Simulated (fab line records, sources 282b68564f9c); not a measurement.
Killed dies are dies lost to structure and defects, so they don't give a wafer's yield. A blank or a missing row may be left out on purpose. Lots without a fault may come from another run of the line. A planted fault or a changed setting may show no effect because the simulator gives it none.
fab line records | flow rit_cmos
record lots=6 wafers=18 last_day=7
route steps=202 shown PSD@150 SDANNEAL@153 NSD@158 PLDD@159 NLDD@160 SILICIDE@161 M1@202
lots that met no fault: from a run of the same line without faults
start_h: hours from the record's first day to the start of the lot's first wafer shown | wait_h: hours since the lot's step before | " the same as in the row above | L1.1+2: a row that stands for several wafers | - no value, or no start given | * or withheld: withheld | < > ~ a bound
route shown NAME@n: a module of which the file shows steps, and the number in the route of the first | usual: mean/standard deviation of fault-free wafers | same: alike in all rows | chamber/n: place in a boat | sites: the reading at each site | _std_site: their standard deviation | _edge_site: outer sites' mean less inner sites' | radius_mm: how far each site lies from the wafer's centre | mask NAME#n: copy n | behind: the tool/chamber that last shaped the wafer | hold: why the lot was held/for how many hours/how that ended | device: the transistor (n, p or np) that didn't switch | end of line: the same wafers' tests at the end of the route | a step without rows: its recipe alone | killed: dies lost to structure and defects at the first sort, not the wafer's yield | map: a wafer's dies, x killed, . not, _ none there
set.NAME: the setting as run; set.NAME@STEP: as run at that earlier step | model.NAME: the simulator's own value behind a step, which no gauge read
lots at some steps of the route; a table a step, a row a wafer
services: from which hour (start_h, from the record's first day; less than 0 if before it) a tool's chamber was out of use, for how many hours, and why
## steps
# step RIT_PSD_IMPLANT_08
# recipe species=BF2 energy_kev=27 dose_cm2=5e+15 tilt_deg=7
# step RIT_PSD_STRIP_09
# recipe chemistry=O2 time_s=180 resist=NOVOLAK platen_temp_c=withheld power_w=500 pressure_mtorr=4000 o2_flow_sccm=4000
# usual drypump_motor_current_A=5.6/0.45
# columns lot.wafer tool chamber start_h wait_h drypump_motor_current_A rf_hours_counter_h
L419.3 plasma_asher-03 0 53.66 0.1 5.1 -
L419.5 " 0 " " 5.1 -
L419.6 " 1 " " 6.1 -
L426.1 plasma_asher-01 1 95.32 0.1 5.9 44
L426.2 " 0 " " 5.5 44
L426.5 " 0 " " 5.6 -
L429.1 plasma_asher-03 1 109.11 0.1 6.1 47
L429.3 " 1 " " 6.1 -
L429.5 " 0 " " 5.1 -
L431.2 plasma_asher-01 0 125.53 0.1 5.6 48
L431.3 " 1 " " 5.9 -
L431.6 " 1 " " 5.9 -
L439.1 plasma_asher-01 1 156.45 0.1 5.9 52
L439.2 " 0 " " 5.6 52
L439.6 " 0 " " 5.6 -
L440.1 plasma_asher-01 0 160.26 0.1 5.6 53
L440.2 " 1 " " 5.9 53
L440.3 " 0 " " 5.6 -
# step RIT_PSD_TW_MEAS_10
# usual PSD_TW=3446/26
# columns lot.wafer tool chamber start_h wait_h PSD_TW
L419.3 film_metro-04 - 53.79 0.1 3489
L419.5 " - " " 3498
L419.6 " - " " 3494
L426.1 film_metro-04 - 95.49 0.1 3466
L426.2 " - " " 3478
L426.5 " - " " 3466
L429.1 film_metro-01 - 109.28 0.1 3433
L429.3 " - " " 3442
L429.5 " - " " 3436
L431.2 film_metro-04 - 125.72 0.1 3472
L431.3 " - " " 3473
L431.6 " - " " 3472
L439.1 film_metro-04 - 156.62 0.1 3472
L439.2 " - " " 3458
L439.6 " - " " 3470
L440.1 film_metro-03 - 160.44 0.1 3442
L440.2 " - " " 3422
L440.3 " - " " 3399
# step RIT_SDANNEAL_CLEAN_00
# recipe chemistry=SC1 mix=3:3:50 time_s=600 temp_c=75
# step RIT_SDANNEAL_CLEAN_01
# recipe chemistry=dHF dilution=50:1 time_s=30
# step RIT_SDANNEAL_CLEAN_02
# recipe chemistry=SC2 mix=3:3:50 time_s=600 temp_c=75 dry=n2_spin
# step RIT_SDANNEAL_RTA_03
# recipe temp_c=1050 time_s=5 idle_temp_c=600 ramp_up_c_per_s=342 ramp_down_c_per_s=171 cool_to_c=600 ambient=N2
# usual anneal_temp_c_max=1055.4/0.96 ramp_down_c_per_s=171.00/0.029 ramp_up_c_per_s=342.00/0.061 wafer_temp_C_max=1053.7/1.3
# columns lot.wafer tool chamber start_h wait_h anneal_temp_c_max ramp_down_c_per_s ramp_up_c_per_s wafer_temp_C_max
L419.3 rtp_anneal-01 0 54.22 0.0 1053.7 170.98 342.00 1053.3
L419.5 " 0 " " 1056.2 170.99 342.07 1055.3
L419.6 " 0 " " 1054.1 170.97 342.07 1054.5
L426.1 rtp_anneal-02 0 95.92 0.0 1054.2 171.02 342.02 1054.2
L426.2 " 0 " " 1054.4 171.00 342.02 1055.1
L426.5 " 0 " " 1054.2 170.99 342.01 1052.7
L429.1 rtp_anneal-02 0 109.71 0.0 1054.6 171.01 342.00 1054.4
L429.3 " 0 " " 1053.7 170.99 342.10 1054.1
L429.5 " 0 " " 1054.4 170.99 341.98 1053.2
L431.2 rtp_anneal-01 0 126.14 0.0 1056.1 170.99 341.97 1053.8
L431.3 " 0 " " 1054.9 170.99 341.92 1054.4
L431.6 " 0 " " 1057.9 170.94 342.08 1052.5
L439.1 rtp_anneal-01 0 157.22 0.0 1054.7 170.99 342.05 1052.4
L439.2 " 0 " " 1055.2 171.02 342.14 1052.1
L439.6 " 0 " " 1055.2 171.03 342.04 1055.1
L440.1 rtp_anneal-02 0 160.86 0.0 1054.2 170.99 342.03 1053.0
L440.2 " 0 " " 1054.9 171.06 341.92 1052.7
L440.3 " 0 " " 1056.0 170.99 342.10 1051.7
# step RIT_SDANNEAL_RS_MEAS_04
# recipe thk_meas_gauge=four-point-probe
# usual PSD_RS=115.90/0.26
# columns lot.wafer tool chamber start_h wait_h PSD_RS[ohm/sq]
L419.3 film_metro-03 - 54.30 0.1 116.15
L419.5 " - " " 115.85
L419.6 " - " " 115.86
L426.1 film_metro-01 - 95.98 0.0 115.81
L426.2 " - " " 115.80
L426.5 " - " " 115.27
L429.1 film_metro-04 - 109.77 0.0 116.15
L429.3 " - " " 115.93
L429.5 " - " " 116.00
L431.2 film_metro-04 - 126.21 0.1 115.77
L431.3 " - " " 116.03
L431.6 " - " " 115.79
L439.1 film_metro-01 - 157.28 0.0 115.25
L439.2 " - " " 115.50
L439.6 " - " " 115.87
L440.1 film_metro-04 - 160.92 0.0 115.82
L440.2 " - " " 115.74
L440.3 " - " " 116.15
# step RIT_SDANNEAL_RS_MEAS_05
# recipe thk_meas_gauge=four-point-probe
# usual NSD_RS=84.62/0.27
# columns lot.wafer tool chamber start_h wait_h NSD_RS[ohm/sq]
L419.3 film_metro-03 - 54.42 0.1 84.64
L419.5 " - " " 84.46
L419.6 " - " " 84.66
L426.1 film_metro-01 - 96.10 0.1 84.41
L426.2 " - " " 84.25
L426.5 " - " " 84.26
L429.1 film_metro-04 - 109.89 0.1 84.92
L429.3 " - " " 84.92
L429.5 " - " " 84.57
L431.2 film_metro-04 - 126.33 0.1 84.30
L431.3 " - " " 84.53
L431.6 " - " " 84.29
L439.1 film_metro-01 - 157.40 0.1 84.28
L439.2 " - " " 84.08
L439.6 " - " " 84.11
L440.1 film_metro-04 - 161.04 0.1 84.86
L440.2 " - " " 84.84
L440.3 " - " " 84.85
# step RIT_SDANNEAL_RS_MEAS_06
# recipe thk_meas_gauge=four-point-probe
# usual PLDD_RS=178.7/0.43
# columns lot.wafer tool chamber start_h wait_h PLDD_RS[ohm/sq]
L419.3 film_metro-03 - 54.54 0.1 178.9
L419.5 " - " " 178.7
L419.6 " - " " 179.0
L426.1 film_metro-01 - 96.22 0.1 179.2
L426.2 " - " " 179.3
L426.5 " - " " 178.5
L429.1 film_metro-04 - 110.01 0.1 179.2
L429.3 " - " " 178.6
L429.5 " - " " 178.9
L431.2 film_metro-04 - 126.45 0.1 179.0
L431.3 " - " " 179.1
L431.6 " - " " 179.5
L439.1 film_metro-01 - 157.52 0.1 177.5
L439.2 " - " " 178.5
L439.6 " - " " 178.6
L440.1 film_metro-04 - 161.16 0.1 178.8
L440.2 " - " " 178.6
L440.3 " - " " 178.7
# step RIT_SDANNEAL_RS_MEAS_07
# recipe thk_meas_gauge=four-point-probe
# usual NLDD_RS=151.8/0.6
# columns lot.wafer tool chamber start_h wait_h NLDD_RS[ohm/sq]
L419.3 film_metro-03 - 54.66 0.1 151.5
L419.5 " - " " 151.3
L419.6 " - " " 151.2
L426.1 film_metro-01 - 96.34 0.1 151.7
L426.2 " - " " 151.9
L426.5 " - " " 152.1
L429.1 film_metro-04 - 110.13 0.1 150.7
L429.3 " - " " 151.0
L429.5 " - " " 150.5
L431.2 film_metro-04 - 126.57 0.1 152.3
L431.3 " - " " 152.1
L431.6 " - " " 152.0
L439.1 film_metro-01 - 157.64 0.1 151.8
L439.2 " - " " 151.2
L439.6 " - " " 152.3
L440.1 film_metro-04 - 161.28 0.1 152.5
L440.2 " - " " 152.5
L440.3 " - " " 152.6
# step RIT_SILICIDE_WET_ETCH_00
# recipe chemistry=BOE target=SiO2 target_depth_nm=14 time_s=15 dry=n2_spin dilution=10:1 temp_c=21.5
# step RIT_SILICIDE_SPUTTER_01
# recipe material=Ti target_thk_nm=30 power_w=350 chamber_pressure_pa=0.667 gas=Ar time_s=240 substrate_temp_c=25
# usual substrate_temp_c=24.98/0.11 throttle_valve_pct=29.8/1.2
# columns lot.wafer tool chamber start_h wait_h substrate_temp_c throttle_valve_pct model.Ti_of_SILICIDE_SPUTTER_01.thk_nm
L419.3 pvd_sputter-03 - 54.75 0.0 24.83 31.1 29.86
L419.5 " - " " 24.94 29.0 30.22
L419.6 " - " " 24.76 31.3 30.17
L426.1 pvd_sputter-02 - 96.47 0.0 25.12 30.0 29.18
L426.2 " - " " 25.06 29.6 29.55
L426.5 " - " " 25.15 29.3 41.1
L429.1 pvd_sputter-02 - 110.26 0.0 24.85 30.0 29.62
L429.3 " - " " 24.88 29.1 40.98
L429.5 " - " " 24.88 29.8 29.63
L431.2 pvd_sputter-01 - 126.68 0.0 24.93 29.8 29.75
L431.3 " - " " 25.10 29.0 30.05
L431.6 " - " " 24.85 29.7 29.98
L439.1 pvd_sputter-01 - 157.79 0.0 25.03 29.9 29.92
L439.2 " - " " 25.04 29.1 29.85
L439.6 " - " " 24.85 29.2 29.83
L440.1 pvd_sputter-02 - 161.41 0.0 24.98 29.3 30.54
L440.2 " - " " 25.02 29.7 30.41
L440.3 " - " " 24.79 29.5 30.28
# step RIT_SILICIDE_RS_MEAS_02
# recipe thk_meas_gauge=four-point-probe reads=Ti_of_SILICIDE_SPUTTER_01
# usual SILICIDE_TI_RS=47.9/0.74
# columns lot.wafer tool chamber start_h wait_h SILICIDE_TI_RS[ohm/sq]
L419.3 film_metro-04 - 54.94 0.1 48.2
L419.5 " - " " 47.4
L419.6 " - " " 47.5
L426.1 film_metro-04 - 96.62 0.1 49.5
L426.2 " - " " 48.7
L426.5 " - " " 32.4
L429.1 film_metro-03 - 110.41 0.1 48.7
L429.3 " - " " 32.5
L429.5 " - " " 48.7
L431.2 film_metro-02 - 126.85 0.1 48.4
L431.3 " - " " 47.7
L431.6 " - " " 47.9
L439.1 film_metro-02 - 157.94 0.1 48.0
L439.2 " - " " 48.2
L439.6 " - " " 48.3
L440.1 film_metro-02 - 161.56 0.1 46.8
L440.2 " - " " 47.1
L440.3 " - " " 47.3
# step RIT_SILICIDE_THK_MEAS_03
# recipe thk_meas_gauge=xrf reads=Ti_of_SILICIDE_SPUTTER_01
# usual SILICIDE_TI_THK=30.0/0.37
# columns lot.wafer tool chamber start_h wait_h SILICIDE_TI_THK[nm]
L419.3 film_metro-04 - 55.04 0.1 30.0
L419.5 " - " " 30.4
L419.6 " - " " 30.3
L426.1 film_metro-04 - 96.74 0.1 29.3
L426.2 " - " " 29.6
L426.5 " - " " 41.1
L429.1 film_metro-03 - 110.53 0.1 29.8
L429.3 " - " " 41.0
L429.5 " - " " 29.8
L431.2 film_metro-02 - 126.96 0.1 29.6
L431.3 " - " " 29.9
L431.6 " - " " 29.7
L439.1 film_metro-02 - 158.06 0.1 29.9
L439.2 " - " " 29.9
L439.6 " - " " 29.8
L440.1 film_metro-02 - 161.68 0.1 30.6
L440.2 " - " " 30.3
L440.3 " - " " 30.4
# step RIT_SILICIDE_RTA_04
# recipe temp_c=650 time_s=10 idle_temp_c=25 ramp_up_s=5 ramp_down_s=5 cool_to_c=25 ambient=N2
# usual anneal_temp_c_max=653.4/0.61 wafer_temp_C_max=653.5/0.71
# columns lot.wafer tool chamber start_h wait_h anneal_temp_c_max wafer_temp_C_max
L419.3 rtp_anneal-02 0 55.10 0.1 653.2 653.3
L419.5 " 0 " " 654.1 654.6
L419.6 " 0 " " 654.0 653.4
L426.1 rtp_anneal-01 0 96.80 0.1 653.5 653.9
L426.2 " 0 " " 653.5 653.2
L426.5 " 0 " " 653.1 653.6
L429.1 rtp_anneal-01 0 110.59 0.1 653.8 652.9
L429.3 " 0 " " 653.9 652.7
L429.5 " 0 " " 653.1 654.2
L431.2 rtp_anneal-02 0 127.03 0.1 653.5 653.2
L431.3 " 0 " " 653.9 653.2
L431.6 " 0 " " 652.9 652.4
L439.1 rtp_anneal-02 0 158.12 0.1 653.3 653.0
L439.2 " 0 " " 654.0 653.2
L439.6 " 0 " " 653.6 652.8
L440.1 rtp_anneal-01 0 161.74 0.1 653.4 653.6
L440.2 " 0 " " 653.7 654.0
L440.3 " 0 " " 653.8 653.0
# step RIT_M1_PROBE_99
# usual killed_at_contacts=0.1/0.23 killed_at_front_end=7/3 killed_dies=7/3.1 killed_open=3.3/2.1 killed_short=3.3/2
# same gross_dies=264 killed_at_M0_to_M3=0 killed_at_M4_up=0 killed_at_back_side=0 killed_at_other=0
# columns lot.wafer tool chamber start_h wait_h killed_at_contacts killed_at_front_end killed_dies killed_open killed_short model.etest.npoly_line.line_ohm_um model.etest.contact_pplus.end_ohm_um model.etest.ppoly_line.line_ohm_um model.etest.contact_nplus.end_ohm_um model.etest.ppoly_line.width_nm model.etest.npoly_line.width_nm model.etest.npoly_line.rs_ohm_sq model.etest.ppoly_line.rs_ohm_sq
L419.3 prober-01 - 62.26 0.2 0 8 8 4 4 171.5 41.05 161.6 40.74 101.3 100.3 17.11 16.58
L419.5 prober-01 - 62.36 0.2 0 2 2 2 0 169.1 42.81 161.8 43.24 101.5 100.6 16.86 16.42
L419.6 prober-01 - 62.41 0.2 0 4 4 1 3 173.2 41.45 167.3 40.26 98.82 97.92 16.95 16.39
L426.1 prober-02 - 106.38 0.1 0 9 9 4 5 171.6 42.92 159.2 38.76 103 102.2 17.25 16.79
L426.2 prober-02 - 106.43 0.1 0 10 10 4 6 175.1 43.02 165.7 41.12 99.68 98.85 17.28 16.71
L426.5 prober-02 - 106.58 0.2 0 2 2 2 0 145.8 61.88 140.9 57.3 96.12 95.11 14.02 13.76
L429.1 prober-02 - 118.44 0.1 0 2 2 1 1 175.4 44.08 168.9 41.44 99.48 98.35 17.24 16.66
L429.3 prober-02 - 118.54 0.2 0 4 4 2 2 155.2 64.15 146.5 53.79 93.24 92.23 14.05 13.73
L429.5 prober-02 - 118.64 0.2 0 4 4 2 2 174.6 44.03 165.6 38.99 100.4 99.27 17.28 16.53
L431.2 prober-01 - 134.02 0.1 0 5 5 3 2 163.7 44.42 156.4 41.27 104.8 103.7 17.08 16.48
L431.3 prober-01 - 134.07 0.2 0 9 9 2 7 168.5 43.13 162.4 42.91 103.3 102.1 17.09 16.47
L431.6 prober-01 - 134.22 0.2 0 6 6 5 1 165.2 43.76 160.1 41.74 104.3 102.8 17.05 16.5
L439.1 prober-01 - 165.05 0.1 0 5 5 2 3 168.7 43.68 162 42.16 101 99.83 17.1 16.47
L439.2 prober-01 - 165.10 0.1 0 4 4 2 2 170.3 42.33 162.2 41.36 101.6 100.9 16.93 16.43
L439.6 prober-01 - 165.30 0.2 0 6 6 4 2 166.6 43.64 161.1 42.06 102.8 101.2 17.11 16.53
L440.1 prober-02 - 169.81 0.1 1 11 12 9 3 168 44.4 161.8 44.39 101.2 100.1 16.75 16.25
L440.2 prober-02 - 169.86 0.1 0 8 8 2 6 172.6 42.5 164.5 42.96 99.82 98.8 17.01 16.47
L440.3 prober-02 - 169.91 0.2 1 12 13 9 4 169.1 44.74 164.9 42.89 100.9 100.2 16.91 16.56
# killed by level:class
L419.3 FOX2:geometric_particle:short=2 FOX2:geometric_particle:open=2 GATE:geometric_particle:open=1 SPACER:geometric_particle:short=1 SILICIDE:geometric_particle:short=1 SILICIDE:geometric_particle:open=1
L419.5 ACTIVE:geometric_particle:open=1 SILICIDE:geometric_particle:open=1
L419.6 FOX2:geometric_particle:short=1 GATE:geometric_particle:short=1 GATE:geometric_particle:open=1 REOX:geometric_particle:short=1
L426.1 GATE:geometric_particle:open=3 GATE:geometric_particle:short=3 SPACER:geometric_particle:short=2 REOX:geometric_particle:open=1
L426.2 SILICIDE:geometric_particle:short=3 GATE:geometric_particle:open=2 GATE:geometric_particle:short=1 REOX:geometric_particle:short=1 SPACER:geometric_particle:open=1 SPACER:geometric_particle:short=1 SILICIDE:geometric_particle:open=1
L426.5 GATE:geometric_particle:open=1 SPACER:geometric_particle:open=1
L429.1 FOX2:geometric_particle:short=1 REOX:geometric_particle:open=1
L429.3 FOX1:geometric_particle:open=1 FOX2:geometric_particle:short=1 REOX:geometric_particle:open=1 SPACER:geometric_particle:short=1
L429.5 GATE:geometric_particle:open=2 SPACER:geometric_particle:short=1 SILICIDE:geometric_particle:short=1
L431.2 FOX1:geometric_particle:short=1 FOX2:geometric_particle:open=1 GATE:geometric_particle:short=1 GATE:geometric_particle:open=1 SPACER:geometric_particle:open=1
L431.3 GATE:geometric_particle:short=3 FOX2:geometric_particle:short=2 REOX:geometric_particle:open=2 FOX1:geometric_particle:short=1 SILICIDE:geometric_particle:short=1
L431.6 REOX:geometric_particle:open=3 FOX1:geometric_particle:open=1 FOX2:geometric_particle:short=1 FOX2:geometric_particle:open=1
L439.1 FOX1:geometric_particle:open=2 SPACER:geometric_particle:short=2 SILICIDE:geometric_particle:short=1
L439.2 FOX1:geometric_particle:open=1 FOX1:geometric_particle:short=1 GATE:geometric_particle:open=1 SPACER:geometric_particle:short=1
L439.6 FOX1:geometric_particle:open=3 SILICIDE:geometric_particle:short=2 SILICIDE:geometric_particle:open=1
L440.1 GATE:geometric_particle:open=7 REOX:geometric_particle:short=2 GATE:geometric_particle:short=1 REOX:geometric_particle:open=1 CONTACT:geometric_particle:open=1
L440.2 GATE:geometric_particle:short=3 SPACER:geometric_particle:open=2 FOX2:geometric_particle:short=1 REOX:geometric_particle:short=1 SPACER:geometric_particle:short=1
L440.3 REOX:geometric_particle:open=3 SILICIDE:geometric_particle:open=3 REOX:geometric_particle:short=2 SPACER:geometric_particle:open=2 GATE:geometric_particle:short=1 SPACER:geometric_particle:short=1 CONTACT:geometric_particle:open=1
## services
# columns tool chamber start_h hours kind
pvd_sputter-01 - 37.12 2.3 repair
pvd_sputter-03 - 39.20 1.2 repair
pvd_sputter-01 - 57.96 2.7 repair
pvd_sputter-01 - 59.34 0.9 repair
plasma_asher-03 - 86.78 4.0 pm
pvd_sputter-02 - 98.57 2.1 repair
rtp_anneal-01 - 109.23 1.1 pm
## key
first_sign step=RIT_SILICIDE_RS_MEAS_02 reading=SILICIDE_TI_RS direction=down sigmas=21 usual=47.9 struck=32.5
effect step=RIT_SILICIDE_THK_MEAS_03 reading=SILICIDE_TI_THK direction=up sigmas=30 usual=30.0 struck=41.1
model_effect step=RIT_SILICIDE_SPUTTER_01 value=Ti_of_SILICIDE_SPUTTER_01.thk_nm without=29.83 struck=41.04
model_effect step=RIT_M1_PROBE_99 value=etest.npoly_line.line_ohm_um without=171.2 struck=150.5
met_at RIT_SILICIDE_SPUTTER_01
struck_wafers L426.5,L429.3
tester_left_out L426,L429
fault kind=process_parameter_drift tool=pvd_sputter-02 chamber=- onset_h=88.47 steps=RIT_SILICIDE_SPUTTER_01 channel=target_thk_nm offset=11.212 shape=step end_h=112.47 stated=30 scope=struck_wafers_only
# tester_left_out: of these lots the tester's yield and bins aren't shown, on N5 and GAA mostly nor the transistor test; their killed dies are dies lost to structure and defects alone, not to doping, threshold or leakage, so they don't give the yield
